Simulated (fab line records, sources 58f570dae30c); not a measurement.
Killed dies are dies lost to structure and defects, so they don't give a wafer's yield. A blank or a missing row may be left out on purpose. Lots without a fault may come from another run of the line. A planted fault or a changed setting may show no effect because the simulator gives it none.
fab line records | flow berkeley_cmos170
record lots=13 wafers=39 last_day=13
route steps=331 shown M1@248 M2@283 V2@305
lots that met no fault: from a run of the same line without faults
start_h: hours from the record's first day to the start of the lot's first wafer shown | wait_h: hours since the lot's step before | " the same as in the row above | L1.1+2: a row that stands for several wafers | - no value, or no start given | * or withheld: withheld | < > ~ a bound
route shown NAME@n: a module of which the file shows steps, and the number in the route of the first | usual: mean/standard deviation of fault-free wafers | same: alike in all rows | chamber/n: place in a boat | sites: the reading at each site | _std_site: their standard deviation | _edge_site: outer sites' mean less inner sites' | radius_mm: how far each site lies from the wafer's centre | mask NAME#n: copy n | behind: the tool/chamber that last shaped the wafer | hold: why the lot was held/for how many hours/how that ended | device: the transistor (n, p or np) that didn't switch | end of line: the same wafers' tests at the end of the route | a step without rows: its recipe alone | killed: dies lost to structure and defects at the first sort, not the wafer's yield | map: a wafer's dies, x killed, . not, _ none there
set.NAME: the setting as run; set.NAME@STEP: as run at that earlier step | model.NAME: the simulator's own value behind a step, which no gauge read
steps of the route over a sample of lots; a table a step, a row a wafer
services: from which hour (start_h, from the record's first day; less than 0 if before it) a tool's chamber was out of use, for how many hours, and why
## steps
# step UCB170_M1_OVL_MEAS_10
# usual M1_OVL=6/5.6
# columns lot.wafer tool chamber start_h wait_h M1_OVL[nm]
L685.1 overlay-02 - 169.46 0.1 -2
L685.4 " - " " 4
L685.6 " - " " 1
L686.1 overlay-01 - 178.88 0.1 4
L686.3 " - " " 8
L686.6 " - " " 11
L694.1 overlay-02 - 215.53 0.1 10
L694.4 " - " " 11
L694.6 " - " " 6
L696.1 overlay-01 - 230.95 0.1 -1
L696.2 " - " " 12
L696.3 " - " " -3
L700.1 overlay-01 - 241.66 0.1 1
L700.2 " - " " 4
L700.4 " - " " 0
L698.1 overlay-02 - 241.90 0.1 12
L698.5 " - " " 11
L698.6 " - " " 15
L702.3 overlay-01 - 264.57 0.1 11
L702.4 " - " " 11
L702.5 " - " " 16
L703.1 overlay-02 - 268.08 0.1 4
L703.5 " - " " 8
L703.6 " - " " 6
L701.1 overlay-01 - 268.25 0.1 5
L701.5 " - " " 0
L701.6 " - " " 4
L704.3 overlay-02 - 270.70 0.1 -3
L704.5 " - " " -1
L704.6 " - " " 15
L705.1 overlay-01 - 270.99 0.1 1
L705.2 " - " " 6
L705.5 " - " " 0
L706.2 overlay-01 - 296.44 0.1 2
L706.3 " - " " 12
L706.6 " - " " 2
L708.2 overlay-01 - 300.56 0.1 2
L708.3 " - " " 13
L708.5 " - " " 5
# step UCB170_M1_STRIP_13
# recipe chemistry=O2 power_w=400 pressure_mtorr=3500 platen_temp_c=withheld o2_flow_sccm=400 overash_fraction=0.5
# usual drypump_motor_current_A=5.55/0.24 oes_product_au=0.721/0.0045
# columns lot.wafer tool chamber start_h wait_h drypump_motor_current_A oes_product_au rf_hours_counter_h
L685.1 plasma_asher-04 1 169.67 0.1 5.49 0.718 39
L685.4 " 0 " " 5.82 0.719 -
L685.6 " 1 " " 5.46 0.713 -
L686.1 plasma_asher-01 1 179.09 0.1 5.44 0.720 44
L686.3 " 1 " " 5.44 0.714 -
L686.6 " 0 " " 5.39 0.724 -
L694.1 plasma_asher-01 0 215.74 0.1 5.39 0.723 48
L694.4 " 1 " " 5.43 0.721 -
L694.6 " 0 " " 5.41 0.729 -
L696.1 plasma_asher-01 0 231.16 0.1 5.41 0.723 51
L696.2 " 1 " " 5.44 0.719 51
L696.3 " 1 " " 5.44 0.711 -
L700.1 plasma_asher-04 0 241.87 0.1 5.82 0.722 47
L700.2 " 1 " " 5.47 0.718 47
L700.4 " 0 " " 5.85 0.724 -
L698.1 plasma_asher-04 1 242.11 0.1 5.45 0.715 47
L698.5 " 1 " " 5.46 0.716 -
L698.6 " 0 " " 5.86 0.717 -
L702.3 plasma_asher-02 0 264.80 0.1 5.20 0.720 -
L702.4 " 1 " " 5.88 0.718 -
L702.5 " 1 " " 5.89 0.720 -
L703.1 plasma_asher-04 0 268.29 0.1 5.85 0.729 49
L703.5 " 1 " " 5.47 0.729 -
L703.6 " 0 " " 5.84 0.725 -
L701.1 plasma_asher-02 0 268.46 0.1 5.15 0.714 55
L701.5 " 0 " " 5.19 0.717 -
L701.6 " 1 " " 5.90 0.721 -
L704.3 plasma_asher-04 0 270.93 0.1 5.83 0.721 -
L704.5 " 1 " " 5.47 0.725 -
L704.6 " 0 " " 5.81 0.727 -
L705.1 plasma_asher-02 0 271.20 0.1 5.18 0.722 55
L705.2 " 1 " " 5.91 0.724 55
L705.5 " 0 " " 5.17 0.720 -
L706.2 plasma_asher-01 0 296.65 0.1 5.40 0.726 57
L706.3 " 0 " " 5.39 0.719 -
L706.6 " 0 " " 5.40 0.710 -
L708.2 plasma_asher-01 1 300.76 0.1 5.45 0.728 58
L708.3 " 0 " " 5.40 0.723 -
L708.5 " 1 " " 5.42 0.725 -
# step UCB170_M2_EXPOSE_12
# recipe mask_id=METAL2 target_cd_nm=700 na=0.5 sigma_outer=0.6 source_shape=conventional dose_mj=26
# usual exposure_dose_mJ_cm2=24.92/0.16 focus_offset_nm=0.0/0.48
# columns lot.wafer tool chamber start_h wait_h mask exposure_dose_mJ_cm2 focus_offset_nm
L685.1 krf_scanner-01 0 177.22 - METAL2#0 24.76 -0.7
L685.4 " 0 " " METAL2#0 24.79 -0.4
L685.6 " 0 " " METAL2#0 24.80 0.5
L686.1 krf_scanner-01 0 190.74 - METAL2#0 24.76 0.7
L686.3 " 0 " " METAL2#0 24.81 -0.2
L686.6 " 0 " " METAL2#0 24.82 -0.2
L694.1 krf_scanner-01 - 223.19 - METAL2#0 - -
L694.4 " - " " METAL2#0 - -
L694.6 " - " " METAL2#0 - -
L696.1 krf_scanner-01 0 238.05 - METAL2#0 24.84 0.2
L696.2 " 0 " " METAL2#0 24.82 0.5
L696.3 " 0 " " METAL2#0 24.84 -0.2
L700.1 krf_scanner-01 0 247.31 - METAL2#0 24.84 -0.1
L700.2 " 0 " " METAL2#0 24.82 -0.2
L700.4 " 0 " " METAL2#0 24.82 -0.3
L698.1 krf_scanner-02 0 250.00 - METAL2#0 25.12 0.3
L698.5 " 0 " " METAL2#0 25.16 -0.8
L698.6 " 0 " " METAL2#0 25.17 -0.4
L702.3 krf_scanner-02 0 272.36 - METAL2#0 25.15 0.7
L702.4 " 0 " " METAL2#0 25.13 0.3
L702.5 " 0 " " METAL2#0 25.16 0.6
L703.1 krf_scanner-02 0 274.20 - METAL2#0 25.11 0.2
L703.5 " 0 " " METAL2#0 25.15 1.2
L703.6 " 0 " " METAL2#0 25.15 0.5
L701.1 krf_scanner-02 0 276.12 - METAL2#0 25.13 0.6
L701.5 " 0 " " METAL2#0 25.17 0.1
L701.6 " 0 " " METAL2#0 25.14 -0.4
L704.3 krf_scanner-01 0 277.72 - METAL2#0 24.80 0.0
L704.5 " 0 " " METAL2#0 24.82 -0.1
L704.6 " 0 " " METAL2#0 24.82 -0.2
L705.1 krf_scanner-01 0 280.10 - METAL2#0 24.82 -0.3
L705.2 " 0 " " METAL2#0 24.84 0.3
L705.5 " 0 " " METAL2#0 24.81 0.4
L706.2 krf_scanner-01 0 306.38 - METAL2#0 24.84 -0.2
L706.3 " 0 " " METAL2#0 24.81 0.4
L706.6 " 0 " " METAL2#0 24.85 0.3
L708.2 krf_scanner-02 0 310.94 - METAL2#0 25.14 0.5
L708.3 " 0 " " METAL2#0 25.14 0.2
L708.5 " 0 " " METAL2#0 25.16 -0.4
# step UCB170_V2_OVL_MEAS_13
# usual V2_OVL=0/5
# columns lot.wafer tool chamber start_h wait_h V2_OVL[nm]
L685.1 overlay-01 - 180.59 0.1 1
L685.4 " - " " 5
L685.6 " - " " 1
L686.1 overlay-01 - 193.78 0.1 1
L686.3 " - " " -1
L686.6 " - " " -7
L696.1 overlay-02 - 241.50 0.1 -2
L696.2 " - " " 3
L696.3 " - " " -1
L700.1 overlay-01 - 250.45 0.1 -2
L700.2 " - " " -3
L700.4 " - " " -6
L698.1 overlay-01 - 253.71 0.1 5
L698.5 " - " " 1
L698.6 " - " " 3
L702.3 overlay-01 - 275.88 0.1 -2
L702.4 " - " " 4
L702.5 " - " " -1
L703.1 overlay-01 - 278.04 0.1 -4
L703.5 " - " " -2
L703.6 " - " " -6
L701.1 overlay-01 - 280.49 0.1 -10
L701.5 " - " " -7
L701.6 " - " " -4
L704.3 overlay-02 - 281.68 0.1 0
L704.5 " - " " -3
L704.6 " - " " 11
L705.1 overlay-01 - 283.76 0.1 1
L705.2 " - " " 4
L705.5 " - " " -2
L706.2 overlay-02 - 310.58 0.1 8
L706.3 " - " " -3
L706.6 " - " " -1
L708.2 overlay-01 - 315.00 0.1 -4
L708.3 " - " " -3
L708.5 " - " " 1
## services
# columns tool chamber start_h hours kind
plasma_asher-02 - 146.40 2.8 pm
krf_scanner-02 - 147.29 1.3 pm
krf_scanner-01 - 147.43 1.4 repair
krf_scanner-01 0 157.40 - calibration
krf_scanner-01 - 166.77 1.0 pm
krf_scanner-02 - 168.79 - calibration
krf_scanner-02 - 183.94 4.4 pm
krf_scanner-02 - 188.32 3.6 pm
krf_scanner-02 - 194.14 4.0 pm
krf_scanner-01 - 205.95 0.2 repair
krf_scanner-01 - 227.14 4.4 pm
krf_scanner-02 0 227.98 - calibration
krf_scanner-01 - 231.51 1.3 pm
plasma_asher-04 - 249.60 1.8 repair
krf_scanner-01 - 250.88 4.0 pm
krf_scanner-02 - 259.06 0.8 pm
krf_scanner-02 - 259.84 1.0 pm
krf_scanner-02 - 265.67 2.9 repair
krf_scanner-01 - 268.50 1.4 repair
krf_scanner-01 - 269.87 1.0 pm
krf_scanner-02 - 276.48 4.1 repair
krf_scanner-01 - 302.44 0.8 pm
plasma_asher-02 - 303.87 0.6 repair
## key
first_sign step=UCB170_M2_EXPOSE_12 reading=tool_record direction=missing
effect none on later readings
met_at UCB170_M2_EXPOSE_12
struck_lots L694
later_rows_left_out L694.1,L694.4,L694.6
sort_left_out L694.1,L694.4,L694.6
not_acting_at UCB170_M1_OVL_MEAS_10,UCB170_M1_STRIP_13,UCB170_V2_OVL_MEAS_13
onset_between 190.74 223.19
fault kind=skipped_step_whole tool=krf_scanner-01 chamber=- onset_h=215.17 steps=UCB170_M2_EXPOSE_12 scope=struck_lots_only
# sort_left_out: the simulated sort isn't trusted on such a fault, so these wafers' sort isn't shown, and their yield isn't known
# later_rows_left_out: the simulator's readings of these wafers behind a module that went badly wrong aren't trusted and aren't shown, but for the sort
